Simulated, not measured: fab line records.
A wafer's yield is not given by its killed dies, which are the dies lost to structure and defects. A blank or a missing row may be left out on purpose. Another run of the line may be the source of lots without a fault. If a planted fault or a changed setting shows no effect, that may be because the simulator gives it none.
Struck lot and sound lot, side by side    flow rit-cmos    44 out of 202 route steps
Sound: these wafers, L574.1, L574.3, L574.6. Wafers struck: L567.2, L567.3, L567.5. The cause is given at the end.
Each step with rows lists, per side, the tool, then ch with its chambers, then its first start. Under that, the readings that differ: sound wafers    struck wafers    difference of the means    sigmas: that difference in standard deviations of wafers without a fault.
alike: readings whose means differ by less than 2 such deviations, and words and numbers that are the same on both sides. not compared: withheld readings, readings that some wafer has no value for, bounds like >300 that may hide the same value, and numbers for which the record gives no deviation and whose values overlap.
A row with sigmas, a row that says differs or no value, or rows on one side alone: a step with any of these is where the two part. Numbers that have no deviation but don't overlap get no sigmas and don't part them. A reading that every wafer of one side lacks parts them only if that side has two wafers or more.

first, 4 steps without rows for these wafers: RIT_PLDD_SOFTBAKE_02 (time 60 s); RIT_PLDD_EXPOSE_03 (exposes mask M8, target cd 40900 nm); RIT_PLDD_PEB_04; RIT_PLDD_DEVELOP_05 (develop time 50 s).
RIT_PLDD_OVL_MEAS_06:
  sound on overlay-01 at day 7 09:34; struck on overlay-02 at day 5 22:08
  alike: PLDD_OVL
then, 2 steps without rows for these wafers: RIT_PLDD_HARDBAKE_07 (time 60 s); RIT_PLDD_IMPLANT_08.
RIT_PLDD_STRIP_09: strips in O2, time 180 s.
  sound on plasma-asher-02 ch 1, day 7 09:55; struck on plasma-asher-01 ch 0,1, day 5 22:28
  alike: drypump-motor-current-A
  not compared: rf-hours-counter-h
RIT_PLDD_TW_MEAS_10:
  sound on film-metro-03 at day 7 10:05; struck on film-metro-01 at day 5 22:38
  alike: PLDD_TW
then, 3 steps without rows for these wafers: RIT_SPACER_CLEAN_00 (cleans in SC1, time 600 s); RIT_SPACER_CLEAN_01 (cleans in dHF, time 30 s); RIT_SPACER_CLEAN_02 (cleans in SC2, time 600 s).
RIT_SPACER_CVD_03: deposits Si3N4 from SiH2Cl2/NH3, target thk 250 nm, time 3300 s.
  sound on lpcvd-02 ch 0, day 7 10:34; struck on lpcvd-01 ch 0, day 5 23:06
reading                                   sound              struck             difference  sigmas
model.Si3N4_of_SPACER_CVD_03.thk-nm (nm)  252.3 249.1 250.8  275.4 276.8 275.2  +25.1       
  alike: nh3-flow-sccm, spike-tc-load-C, zone-power-centre-pct
RIT_SPACER_THK_MEAS_04:
  sound on film-metro-02 at day 7 12:29; struck on film-metro-02 at day 6 01:01
reading                  sound              struck             difference  sigmas
SPACER_NITRIDE_THK (nm)  252.3 248.9 250.9  275.7 276.8 275.3  +25.2       +11
RIT_SPACER_ETCHBACK_05: etches Si3N4 in SF6/CHF3, stops on SiO2, target depth 250 nm, time 240 s.
  sound on rie-diel-01 ch 1,2,3, day 7 12:32; struck on rie-diel-04 ch 0,1, day 6 01:04
reading                   sound              struck             difference  sigmas
oes-product-au (a.u.)     0.839 0.831 0.861  0.898 0.918 0.908  +0.064      +5
model.etch.depth-nm (nm)  252.3 249.1 250.8  275.4 276.8 275.2  +25.1       
  alike: drypump-motor-current-A, throttle-valve-pct
  not compared: rf-hours-counter-h
then, 6 steps without rows for these wafers: RIT_NSD_HMDS_00 (prime time 60 s); RIT_NSD_COAT_01 (resist thk 1000 nm); RIT_NSD_SOFTBAKE_02 (time 60 s); RIT_NSD_EXPOSE_03 (exposes mask M9, target cd 40700 nm); RIT_NSD_PEB_04; RIT_NSD_DEVELOP_05 (develop time 50 s).
RIT_NSD_OVL_MEAS_06:
  sound on overlay-02 at day 7 13:53; struck on overlay-01 at day 6 02:12
  alike: NSD_OVL
then, 2 steps without rows for these wafers: RIT_NSD_HARDBAKE_07 (time 60 s); RIT_NSD_IMPLANT_08.
RIT_NSD_STRIP_09: strips in O2, time 180 s.
  sound on plasma-asher-04 ch 0,1, day 7 14:13; struck on plasma-asher-04 ch 0,1, day 6 02:32
  alike: drypump-motor-current-A
  not compared: rf-hours-counter-h
RIT_NSD_TW_MEAS_10:
  sound on film-metro-03 at day 7 14:23; struck on film-metro-01 at day 6 02:43
  alike: NSD_TW
then, 6 steps without rows for these wafers: RIT_PSD_HMDS_00 (prime time 60 s); RIT_PSD_COAT_01 (resist thk 1000 nm); RIT_PSD_SOFTBAKE_02 (time 60 s); RIT_PSD_EXPOSE_03 (exposes mask M10, target cd 40900 nm); RIT_PSD_PEB_04; RIT_PSD_DEVELOP_05 (develop time 50 s).
RIT_PSD_OVL_MEAS_06:
  sound on overlay-02 at day 7 15:18; struck on overlay-01 at day 6 03:37
  alike: PSD_OVL
then, 2 steps without rows for these wafers: RIT_PSD_HARDBAKE_07 (time 60 s); RIT_PSD_IMPLANT_08.
RIT_PSD_STRIP_09: strips in O2, time 180 s.
  sound on plasma-asher-04 ch 0,1, day 7 15:38; struck on plasma-asher-02 ch 1, day 6 03:57
  alike: drypump-motor-current-A
  not compared: rf-hours-counter-h
RIT_PSD_TW_MEAS_10:
  sound on film-metro-03 at day 7 15:49; struck on film-metro-03 at day 6 04:08
  alike: PSD_TW
then, 3 steps without rows for these wafers: RIT_SDANNEAL_CLEAN_00 (cleans in SC1, time 600 s); RIT_SDANNEAL_CLEAN_01 (cleans in dHF, time 31.36 s); RIT_SDANNEAL_CLEAN_02 (cleans in SC2, time 600 s).
RIT_SDANNEAL_RTA_03: time 5 s.
  sound on rtp-anneal-02 ch 0, day 7 16:35; struck on rtp-anneal-02 ch 0, day 6 04:34
  alike: wafer_temp_C_max
RIT_SDANNEAL_RS_MEAS_04: measures by four-point-probe.
  sound on film-metro-03 at day 7 16:39; struck on film-metro-01 at day 6 04:38
reading          sound                 struck                difference  sigmas
PSD_RS (ohm/sq)  115.30 115.73 115.59  116.24 116.13 116.10  +0.62       +3
RIT_SILICIDE_WET_ETCH_00: etches SiO2 in BOE, target depth 14 nm, time 15 s.
  sound on wet-bench-03 ch 2, day 7 17:08; struck on wet-bench-04 ch 2, day 6 05:05
reading                                   sound              struck             difference  sigmas
model.Si3N4_of_SPACER_CVD_03.thk-nm (nm)  197.7 194.7 197.4  214.8 216.7 214.7  +18.8       
RIT_M1_PROBE_99:
  sound on prober-01 at day 8 00:29; struck on prober-02 at day 6 11:57
reading                               sound                 struck               difference  sigmas
model.etest.nmos_0p15.r-on-ohm-um     1144 1185 1141        1072 1076 1083       -80         
model.etest.nplus-sal.width-nm (nm)   3415 3421 3411        3393 3390 3395       -23         
model.etest.pplus-sal.width-nm (nm)   3409 3408 3408        3366 3367 3384       -36         
model.etest.pwell-pinched.rs-ohm-sq   448.7 454.2 450.3     440.3 436.8 441.2    -11.6       
model.etest.nwell-pinched.rs-ohm-sq   337.9 339.7 333.4     321.2 318.4 322.5    -16.3       
model.etest.contact-nplus.end-ohm-um  42.84 42.98 41.81     39.29 37.69 40.33    -3.44       
model.etest.field-p-metal.vt-v (V)    -28.19 -28.35 -29.21  -31.05 -31.7 -31.41  -2.80       
  alike: killed_at_M0_to_M3, killed-at-contacts, killed-at-front-end, killed-dies, killed-open, killed-short
  not compared: model.etest.diode-nplus-comb.leak-log10-a-cm2

WHERE THEY PART
At RIT_SPACER_THK_MEAS_04 first; at RIT_SDANNEAL_RS_MEAS_04 last (within this record only). Later steps at which nothing parts them and some readings are alike: RIT_M1_PROBE_99.

WHY: whatever the simulator had introduced
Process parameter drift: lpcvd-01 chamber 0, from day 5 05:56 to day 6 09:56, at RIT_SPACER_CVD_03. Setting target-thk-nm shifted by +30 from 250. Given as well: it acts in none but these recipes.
